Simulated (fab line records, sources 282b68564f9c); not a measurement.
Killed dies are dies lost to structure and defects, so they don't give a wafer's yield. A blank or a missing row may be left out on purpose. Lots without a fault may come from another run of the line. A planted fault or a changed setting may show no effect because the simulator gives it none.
Which tool did it? | flow rit_cmos | 13 lots, 39 wafers sampled, at 2 steps of a route of 202

WHAT THE GAUGES READ, wafer by wafer
The record holds no reading of a measuring or inspecting step that can be judged against a usual standard deviation.

WHICH TOOL RAN EACH LOT (tool, then ch and the chambers of the sampled wafers, then the start)
lot  | RIT_PWELL_EXPOSE_03                | RIT_M1_PROBE_99
L518 | iline_stepper-02 ch 0, day 2 00:49 | -
L519 | iline_stepper-01 ch 0, day 2 07:33 | -
L521 | iline_stepper-02 ch 0, day 2 14:55 | -
L524 | iline_stepper-01 ch 0, day 3 05:20 | -
L525 | iline_stepper-01 ch 0, day 3 18:13 | -
L526 | iline_stepper-01 ch 0, day 3 21:41 | -
L528 | iline_stepper-01 ch 0, day 4 05:26 | -
L529 | iline_stepper-02 ch 0, day 4 10:34 | -
L534 | iline_stepper-02 ch 0, day 5 09:01 | -
L538 | iline_stepper-01 ch 0, day 6 05:52 | -
L539 | iline_stepper-02 ch 0, day 6 15:32 | prober-01, day 8 12:17
L540 | iline_stepper-02 ch 0, day 6 21:47 | -
L541 | iline_stepper-02 ch 0, day 7 07:18 | -
- RIT_PWELL_EXPOSE_03: exposes mask M3, target cd 43700 nm.
- RIT_M1_PROBE_99

WHAT THE TOOLS THEMSELVES READ (means of the sampled wafers that have a number; where no wafer has one, the mark that the record gives instead)
RIT_PWELL_EXPOSE_03. Usual: stage_vel_mm_s 499.95 mm/s, standard deviation 0.26.
lot  | tool             | stage_vel_mm_s (mm/s) | flag
L518 | iline_stepper-02 | 500.22                |
L519 | iline_stepper-01 | 500.03                |
L521 | iline_stepper-02 | 500.00                |
L524 | iline_stepper-01 | 500.27                |
L525 | iline_stepper-01 | 499.89                |
L526 | iline_stepper-01 | 500.12                |
L528 | iline_stepper-01 | 499.91                |
L529 | iline_stepper-02 | 499.87                |
L534 | iline_stepper-02 | 499.89                |
L538 | iline_stepper-01 | 500.03                |
L539 | iline_stepper-02 | 500.08                |
L540 | iline_stepper-02 | 499.77                |
L541 | iline_stepper-02 | 500.15                |

RIT_M1_PROBE_99. Usual: killed_at_contacts 0.0, standard deviation 0.16; killed_at_front_end 7, standard deviation 3.1; killed_dies 7, standard deviation 3.1; killed_open 3.6, standard deviation 2.2; killed_short 3.4, standard deviation 2.1.
lot  | tool      | killed_at_contacts | killed_at_front_end | killed_dies | killed_open | killed_short | flag
L539 | prober-01 | 0.3                | 7                   | 8           | 4.3         | 3.3          |

THE ANSWER, worked out from the rows above alone
Rule: a lot is off if the mean of its wafers that have a number lies more than 3 standard deviations from the usual mean. A lot without any number at a reading at which 4 lots or more have one is off too. The other lots that the step has rows for count as sound. The gauges are gone through in route order, then the tools' own readings, and for those a lot's mean is taken as printed above. The first step at which some lot is off is used, and at that step the reading that is off furthest; a lot without a number counts as furthest.
No lot is off at any reading shown: from this, nothing can be told.

WHAT THE SIMULATOR HAD PUT IN
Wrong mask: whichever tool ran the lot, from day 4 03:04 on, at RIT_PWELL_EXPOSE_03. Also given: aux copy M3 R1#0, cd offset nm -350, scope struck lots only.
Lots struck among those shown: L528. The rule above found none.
